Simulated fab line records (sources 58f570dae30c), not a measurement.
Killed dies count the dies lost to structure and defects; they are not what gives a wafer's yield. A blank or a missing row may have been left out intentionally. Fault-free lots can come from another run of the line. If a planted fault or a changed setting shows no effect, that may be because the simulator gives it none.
Chamber matching + flow berkeley-cmos170 + UCB170_GATE_ETCH_15 on rie-si-01 has 4 sister chambers
The step etches poly-Si in HBr/Cl2, stops on SiO2, time 56.3 s, target depth 278.2 nm. 8 wafers are shown with their chamber, then 7 later ones without.

== WAFERS WITH THEIR CHAMBER ==
| wafer  | chamber | throttle-valve-pct (%) | drypump-motor-current-A (A) |
|--------|---------|------------------------|-----------------------------|
| L237.6 | 3       | 26.91                  | 4.7                         |
| L238.6 | 1       | 26.22                  | 5.8                         |
| L242.2 | 3       | 26.92                  | 4.6                         |
| L242.3 | 2       | 26.26                  | 6.4                         |
| L242.5 | 1       | 26.22                  | 5.8                         |
| L246.1 | 2       | 26.26                  | 6.4                         |
| L246.2 | 0       | 26.17                  | 5.2                         |
| L246.5 | 0       | 26.18                  | 5.2                         |

== WAFERS WITHOUT THEIR CHAMBER ==
| wafer  | throttle-valve-pct (%) | drypump-motor-current-A (A) |
|--------|------------------------|-----------------------------|
| L247.2 | 26.89                  | 4.7                         |
| L247.5 | 26.24                  | 5.7                         |
| L247.6 | 26.25                  | 6.4                         |
| L253.1 | 26.19                  | 5.2                         |
| L253.5 | 26.18                  | 5.2                         |
| L256.2 | 26.18                  | 5.2                         |
| L256.6 | 26.23                  | 5.7                         |

== THE CHAMBER EACH PASSED THROUGH ==
| wafer  | from the rows above | in truth |
|--------|---------------------|----------|
| L247.2 | 3                   | 3        |
| L247.5 | 1                   | 1        |
| L247.6 | 2                   | 2        |
| L253.1 | 0                   | 0        |
| L253.5 | 0                   | 0        |
| L256.2 | 0                   | 0        |
| L256.6 | 1                   | 1        |
Placed correctly: 7 of 7. Number that these rows cannot place: 0. 0 placed wrongly.
How it was worked out, from the rows above alone: a wafer's distance from a chamber is the root of the sum, over the readings, of the square of ((its reading less the chamber's mean) divided by the reading's scatter). The wafer belongs to the nearest chamber; if the next one is less than 2 further off, it can't be placed. For every chamber, the mean is computed from those of its wafers that are shown. The scatter: take each reading less its chamber's mean, square it, sum over the shown wafers, divide by the number of wafers less the number of chambers, and take the root.
